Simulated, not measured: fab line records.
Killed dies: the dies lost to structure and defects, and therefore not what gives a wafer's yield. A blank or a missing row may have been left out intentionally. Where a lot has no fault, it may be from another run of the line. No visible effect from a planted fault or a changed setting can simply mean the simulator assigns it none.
Chamber matching    flow rit-cmos    RIT_GATE_ETCH_19 on rie-si-01 has 3 sister chambers
The step etches poly-Si in SF6/CHF3/O2, stops on SiO2, time 165 s, target depth 312.5 nm. 6 wafers are shown with their chamber, then 6 later ones without.

## WAFERS PAIRED WITH THEIR CHAMBERS
wafer   chamber  drypump-motor-current-A (A)  throttle-valve-pct (%)
L563.2  2        5.1                          10.16
L563.4  0        5.4                          10.11
L567.1  1        5.5                          10.18
L567.2  2        5.2                          10.17
L567.4  0        5.4                          10.11
L574.1  1        5.5                          10.16

## WAFERS WITHOUT THEIR CHAMBER
wafer   drypump-motor-current-A (A)  throttle-valve-pct (%)
L574.2  5.4                          10.10
L576.2  5.2                          10.16
L576.4  5.4                          10.10
L580.1  5.4                          10.12
L580.2  5.5                          10.16
L580.3  5.1                          10.17

## WHICH CHAMBER EACH ONE RAN IN
wafer   from the rows above  in truth
L574.2  0                    0
L576.2  2                    2
L576.4  0                    0
L580.1  0                    0
L580.2  1                    1
L580.3  2                    2
Correct placement for 6 of the 6. Left unplaced by these rows: 0. 0 placed wrongly.
How it was worked out, from the rows above alone: a wafer's distance from a chamber is the root of the sum, over the readings, of the square of ((its reading less the chamber's mean) divided by the reading's scatter). If the next closest chamber is less than 2 further off than the closest, the wafer can't be placed; otherwise it belongs to the closest. Each chamber's mean is taken over the wafers shown for it. The scatter: take each reading less its chamber's mean, square it, sum over the shown wafers, divide by the number of wafers less the number of chambers, and take the root.
